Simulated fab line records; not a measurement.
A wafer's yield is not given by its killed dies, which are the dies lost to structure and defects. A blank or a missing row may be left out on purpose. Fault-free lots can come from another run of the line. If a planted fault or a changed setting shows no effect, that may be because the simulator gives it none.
Check for tools in common    flow berkeleyCmos170    Sampled: 14 lots, 42 wafers

REASON IT WAS OPENED
UCB170_PLDD_TW_MEAS_11, reading PLDD_TW: flagged on 2 of 14 lots. No-fault wafers: 1007, standard deviation 7.7.
Rule: a lot is flagged when every wafer of it that has a number lies more than 4 standard deviations from that mean, or none has a number. The rest of the lots are taken to be sound.

lot   measured      on            PLDD_TW, wafer by wafer  flag
L189  day 6 03:45   filmMetro-03  1002 1004 992            
L191  day 6 14:46   filmMetro-02  1008 1017 1013           
L190  day 6 15:04   filmMetro-01  1014 1002 1017           
L193  day 6 21:55   filmMetro-02  1011 1013 1013           
L198  day 8 00:00   filmMetro-02  1015 1013 1013           
L199  day 8 13:02   filmMetro-01  1064 1069 1062           FLAGGED
L201  day 8 13:23   filmMetro-01  1065 1069 1070           FLAGGED
L203  day 9 00:49   filmMetro-02  1012 1015 1015           
L206  day 9 16:14   filmMetro-02  1014 1010 1010           
L208  day 9 20:45   filmMetro-03  999 997 994              
L209  day 10 13:53  filmMetro-02  1014 1016 1017           
L210  day 10 14:26  filmMetro-01  1004 1004 1001           
L212  day 10 21:16  filmMetro-02  1021 1018 1018           
L211  day 10 21:38  filmMetro-02  1015 1017 1016           
Average over the flagged lots: 1066; offset from the usual +60, equal to +8 standard deviations.

TOOL THAT RAN EACH LOT
Before the reading, the record contains 2 process steps out of a 331-step route. Read each cell as the tool, then ch plus the chambers that the sampled wafers visited, then the start.
lot   flag     UCB170_GATE_ETCH_14                UCB170_PLDD_IMPLANT_08
L189           rieDiel-03 ch 1,2,3, day 6 00:44   implanter-01 ch 0, day 6 03:22
L191           rieDiel-03 ch 0,2,3, day 6 12:29   implanter-01 ch 0, day 6 14:23
L190           rieDiel-04 ch 0,1, day 6 12:46     implanter-02 ch 0, day 6 14:40
L193           rieDiel-02 ch 1,2,3, day 6 19:40   implanter-01 ch 0, day 6 21:31
L198           rieDiel-03 ch 0,2,3, day 7 21:58   implanter-04 ch 0, day 7 23:36
L199  FLAGGED  rieDiel-02 ch 0,1, day 8 10:21     implanter-02 ch 0, day 8 12:38
L201  FLAGGED  rieDiel-03 ch 0,1, day 8 10:54     implanter-02 ch 0, day 8 12:59
L203           rieDiel-02 ch 0,2,3, day 8 22:55   implanter-04 ch 0, day 9 00:25
L206           rieDiel-03 ch 0,1,3, day 9 14:05   implanter-01 ch 0, day 9 15:52
L208           rieDiel-03 ch 0,1, day 9 18:02     implanter-04 ch 0, day 9 20:21
L209           rieDiel-04 ch 1,2,3, day 10 11:44  implanter-01 ch 0, day 10 13:30
L210           rieDiel-03 ch 1,2,3, day 10 12:08  implanter-01 ch 0, day 10 14:04
L212           rieDiel-03 ch 0,3, day 10 18:59    implanter-04 ch 0, day 10 20:54
L211           rieDiel-03 ch 0,3, day 10 19:26    implanter-01 ch 0, day 10 21:14
What is done by these steps:
- UCB170_GATE_ETCH_14: etches BARC in N2/H2.
- UCB170_PLDD_IMPLANT_08
- UCB170_PLDD_TW_MEAS_11

FLAGGED OVER TOTAL, TOOL BY TOOL (the gauges that took the reading come last)
step                    tool          lots run  flagged  share of the flagged lots  sound lots run after its first flagged lot
UCB170_GATE_ETCH_14     rieDiel-02    3         1        some                       1 (L203)
UCB170_GATE_ETCH_14     rieDiel-03    9         1        some                       5 (L206,L208,L210,L212,L211)
UCB170_GATE_ETCH_14     rieDiel-04    2         0        none                       -
UCB170_PLDD_IMPLANT_08  implanter-01  7         0        none                       -
UCB170_PLDD_IMPLANT_08  implanter-02  3         2        all                        0
UCB170_PLDD_IMPLANT_08  implanter-04  4         0        none                       -
UCB170_PLDD_TW_MEAS_11  filmMetro-01  4         2        all                        1 (L210)
UCB170_PLDD_TW_MEAS_11  filmMetro-02  8         0        none                       -
UCB170_PLDD_TW_MEAS_11  filmMetro-03  2         0        none                       -

WHAT IS ALLOWED BY THE TABLE
Every flagged lot went through 2 rows of the table: implanter-02 at UCB170_PLDD_IMPLANT_08 and filmMetro-01 at UCB170_PLDD_TW_MEAS_11.
- implanter-02 at UCB170_PLDD_IMPLANT_08: 2 of its 3 lots flagged. It ran its last sound lot, L190, at day 6 14:40 and its first flagged lot, L199, at day 8 12:38: a fault with its onset between the two fits. Its own readings lie more than 4 standard deviations out on every wafer of the flagged lots: beamOnS, doseIonsCm2, faradayCurrentUA.
- filmMetro-01 at UCB170_PLDD_TW_MEAS_11: 2 of its 4 lots flagged. Lots that were sound ran on it after the first flagged one (L210); a persistent fault on the entire tool would not allow that.
implanter-02 at UCB170_PLDD_IMPLANT_08 is the single tool remaining.

WHAT HAD BEEN PUT IN BY THE SIMULATOR
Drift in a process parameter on implanter-02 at UCB170_PLDD_IMPLANT_08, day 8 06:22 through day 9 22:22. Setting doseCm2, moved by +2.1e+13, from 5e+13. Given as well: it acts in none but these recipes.
Shown lots that were struck: L199, L201. The rule above reached the same finding.
